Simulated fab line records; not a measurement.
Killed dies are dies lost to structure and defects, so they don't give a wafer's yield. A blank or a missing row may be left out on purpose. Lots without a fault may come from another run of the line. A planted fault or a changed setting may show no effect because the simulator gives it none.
Which of the tools did it? | flow rit cmos | 42 wafers from 14 lots sampled at 4 of the route's 202 steps

## WHAT THE GAUGES SHOWED, per wafer
RIT_GATE_OVL_MEAS_17. Usual: GATE_OVL typically reads 0.4 nm, with standard deviation 1.4.
lot  | measured    | on         | GATE_OVL (nm) | flag
L832 | day 2 19:19 | overlay-01 | 0.7 0.9 -1.2  |
L833 | day 3 00:20 | overlay-01 | 0.5 0.6 1.0   |
L834 | day 3 02:00 | overlay-01 | -0.9 0.8 0.6  |
L835 | day 3 08:13 | overlay-01 | 0.7 1.6 1.0   |
L836 | day 3 15:07 | overlay-01 | 0.7 1.2 0.3   |
L839 | day 4 08:22 | overlay-01 | 4.0 4.7 1.8   |
L841 | day 4 15:15 | overlay-01 | -1.6 0.8 0.6  |
L842 | day 4 21:41 | overlay-01 | 0.5 -0.1 0.8  |
L843 | day 5 00:37 | overlay-02 | -2.4 -0.7 0.6 |
L844 | day 5 06:34 | overlay-02 | -0.2 -1.4 0.2 |
L845 | day 5 08:26 | overlay-02 | -1.1 0.2 -1.3 |
L846 | day 5 15:40 | overlay-02 | 1.3 1.6 1.0   |
L847 | day 5 21:20 | overlay-01 | 3.1 0.0 2.4   |
L854 | day 7 03:54 | overlay-02 | -0.8 1.1 1.8  |

RIT_NLDD_TW_MEAS_10. Usual: NLDD_TW typically reads 2479, with standard deviation 10.
lot  | measured    | on            | NLDD_TW        | flag
L832 | day 3 00:17 | film metro-03 | 2474 2486 2477 |
L833 | day 3 06:18 | film metro-03 | 2472 2471 2464 |
L834 | day 3 09:22 | film metro-01 | 2472 2486 2466 |
L835 | day 3 15:46 | film metro-02 | 2455 2471 2479 |
L836 | day 3 20:32 | film metro-03 | 2474 2484 2474 |
L839 | day 4 14:08 | film metro-02 | 2466 2464 2448 |
L841 | day 4 21:02 | film metro-03 | 2489 2493 2487 |
L842 | day 5 02:46 | film metro-03 | 2475 2485 2481 |
L843 | day 5 05:49 | film metro-02 | 2473 2485 2474 |
L844 | day 5 11:37 | film metro-03 | 2463 2469 2481 |
L845 | day 5 14:13 | film metro-02 | 2475 2484 2476 |
L846 | day 5 21:06 | film metro-03 | 2472 2468 2480 |
L847 | day 6 03:07 | film metro-03 | 2487 2486 2486 |
L854 | day 7 09:23 | film metro-03 | 2477 2473 2482 |

RIT_SILICIDE_THK_MEAS_03: measures by xrf. Usual: SILICIDE_TI_THK typically reads 29.6 nm, with standard deviation 0.33.
lot  | measured    | on            | SILICIDE_TI_THK (nm) | flag
L832 | day 3 08:26 | film metro-04 | 29.4 29.2 29.4       |
L833 | day 3 14:31 | film metro-03 | 29.2 29.4 28.8       |
L834 | day 3 17:49 | film metro-04 | 30.0 29.8 29.9       |
L835 | day 4 00:03 | film metro-04 | 29.7 29.5 30.0       |
L836 | day 4 04:37 | film metro-03 | 29.5 29.7 29.7       |
L839 | day 4 22:35 | film metro-03 | 30.2 29.6 29.7       |
L841 | day 5 05:53 | film metro-04 | 28.9 29.1 29.6       |
L842 | day 5 12:05 | film metro-04 | 29.7 29.6 29.7       |
L843 | day 5 15:11 | film metro-03 | 29.9 29.0 29.3       |
L844 | day 5 20:00 | film metro-03 | 30.2 29.9 30.1       |
L845 | day 5 23:18 | film metro-01 | 29.3 29.1 29.5       |
L846 | day 6 06:31 | film metro-04 | 29.4 29.5 29.4       |
L847 | day 6 11:22 | film metro-04 | 28.8 29.1 29.2       |
L854 | day 7 19:21 | film metro-03 | 29.6 29.9 29.6       |

## WHICH TOOL RAN EACH LOT (tool, then ch and the chambers of the sampled wafers, then the start)
lot  | RIT_NSD_COAT_01
L832 | litho track-02 ch 0, day 3 04:36
L833 | litho track-03 ch 0, day 3 10:29
L834 | litho track-02 ch 0, day 3 13:43
L835 | litho track-02 ch 0, day 3 20:04
L836 | litho track-03 ch 0, day 4 00:44
L839 | litho track-02 ch 0, day 4 18:29
L841 | litho track-02 ch 0, day 5 01:53
L842 | litho track-03 ch 0, day 5 08:04
L843 | litho track-03 ch 0, day 5 11:02
L844 | litho track-02 ch 0, day 5 15:54
L845 | litho track-01 ch 0, day 5 19:19
L846 | litho track-03 ch 0, day 6 02:22
L847 | litho track-03 ch 0, day 6 07:14
L854 | litho track-02 ch 0, day 7 15:21
- RIT_NSD_COAT_01: resist thk 1000 nm.

## WHAT THE TOOLS THEMSELVES READ (means of the sampled wafers that have a number; where no wafer has one, the mark that the record gives instead)
RIT_NSD_COAT_01. Usual: chill plate temp C 23.00 C, standard deviation 0.11; exhaust pa 45.0 Pa, standard deviation 0.99; spin speed rpm 3250.2 rpm, standard deviation 1.9.
lot  | tool           | chill plate temp C (C) | exhaust pa (Pa) | spin speed rpm (rpm) | flag
L832 | litho track-02 | 23.00                  | 46.4            | 3248.8               |
L833 | litho track-03 | 22.99                  | 44.3            | 3251.7               |
L834 | litho track-02 | 23.03                  | 44.8            | 3248.5               |
L835 | litho track-02 | 22.94                  | 45.1            | 3249.7               |
L836 | litho track-03 | 23.12                  | 46.5            | 3250.3               |
L839 | litho track-02 | 22.91                  | 45.7            | 3249.2               |
L841 | litho track-02 | 22.97                  | 46.2            | 3248.1               |
L842 | litho track-03 | 23.04                  | 45.1            | 3252.6               |
L843 | litho track-03 | 22.93                  | 44.0            | 3251.7               |
L844 | litho track-02 | 22.90                  | 44.9            | 3250.2               |
L845 | litho track-01 | 23.07                  | 44.4            | 3251.5               |
L846 | litho track-03 | 22.99                  | 44.4            | 3013.1               | OFF
L847 | litho track-03 | 23.01                  | 44.7            | 3009.8               | OFF
L854 | litho track-02 | 23.09                  | 44.7            | 3250.7               |

## THE ANSWER, worked out from the rows above alone
Rule: a lot counts as off when the mean over its wafers that have a number is more than 3 standard deviations away from the usual mean. Also off: a lot with no number at a reading for which 4 or more lots have one. Any other lot the step has rows for is counted as sound. Order of review: gauges by route order, followed by the tools' own readings, for which a lot's mean as printed above is used. At the first step where some lot is off, the reading lying furthest off is the one used; lots without a number count as furthest.
Off: L846, L847, at RIT_NSD_COAT_01 (spin speed rpm).
If a tool, at that step or one of the process steps before it, ran each lot that is off and ran no sound lot following the first of them, it fits. One fits: RIT_NSD_COAT_01 on litho track-03. A fault onset in the window from L843 (day 5 11:02, its last sound lot) to L846 (day 6 02:22, its first lot off) fits.
On the lots that are off, the tool's own readings at RIT_NSD_COAT_01 differ by more than 5 times the standard deviation of the sound lots' means, which bears it out; spin speed rpm reads 3011.4 rpm there versus 3250.2 rpm on the sound lots.

## WHAT HAD BEEN PUT IN BY THE SIMULATOR
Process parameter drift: litho track-03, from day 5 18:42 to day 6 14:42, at RIT_NSD_COAT_01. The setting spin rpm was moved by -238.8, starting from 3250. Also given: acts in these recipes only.
Lots struck among those shown: L846, L847. The rule given above showed the same thing.
